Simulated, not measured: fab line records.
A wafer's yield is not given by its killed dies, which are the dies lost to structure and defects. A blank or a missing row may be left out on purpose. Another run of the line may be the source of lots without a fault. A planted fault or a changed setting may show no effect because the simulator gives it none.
Which tool did it? ; flow berkeley cmos170 ; 21 wafers sampled from 7 lots at 1 step of a route of 331

## WHAT THE GAUGES READ, wafer by wafer
UCB170_M2_CD_MEAS_90 targets a cd of 700 nm.
lot;measured;on;cd nm (nm)
L242;day 7 13:55;cd sem-01;697 702 701
L244;day 7 20:43;cd sem-02;703 695 696
L250;day 9 17:11;cd sem-01;708 704 709
L254;day 10 05:50;cd sem-02;703 707 699
L257;day 11 02:42;cd sem-01;699 697 701
L261;day 12 00:13;cd sem-01;697 703 701
L264;day 12 20:28;cd sem-01;700 702 702

## EACH LOT AND THE TOOL THAT RAN IT (in order: tool; ch and the chambers of the sampled wafers; start)
Before these readings, the record contains no process step.

## THE ANSWER, worked out from the rows above alone
Rule: the lots themselves supply what counts as usual. The widest of any qualifying gaps counts: lots, ordered by their means at a reading, are off when they make up no more than a third of the lots, leave a main group of 4 or more, and stand apart from it by 3 or more times the standard deviation of that group's means. If all means in a main group match to the digits the tables above print for the reading, that group is not used. Also off: a lot with no number at a reading for which 4 or more lots have one. Where the step has rows for the other lots, those lots are counted as sound.
No lot is off at any reading shown: from this, nothing can be told.

## WHAT WAS PUT IN BY THE SIMULATOR
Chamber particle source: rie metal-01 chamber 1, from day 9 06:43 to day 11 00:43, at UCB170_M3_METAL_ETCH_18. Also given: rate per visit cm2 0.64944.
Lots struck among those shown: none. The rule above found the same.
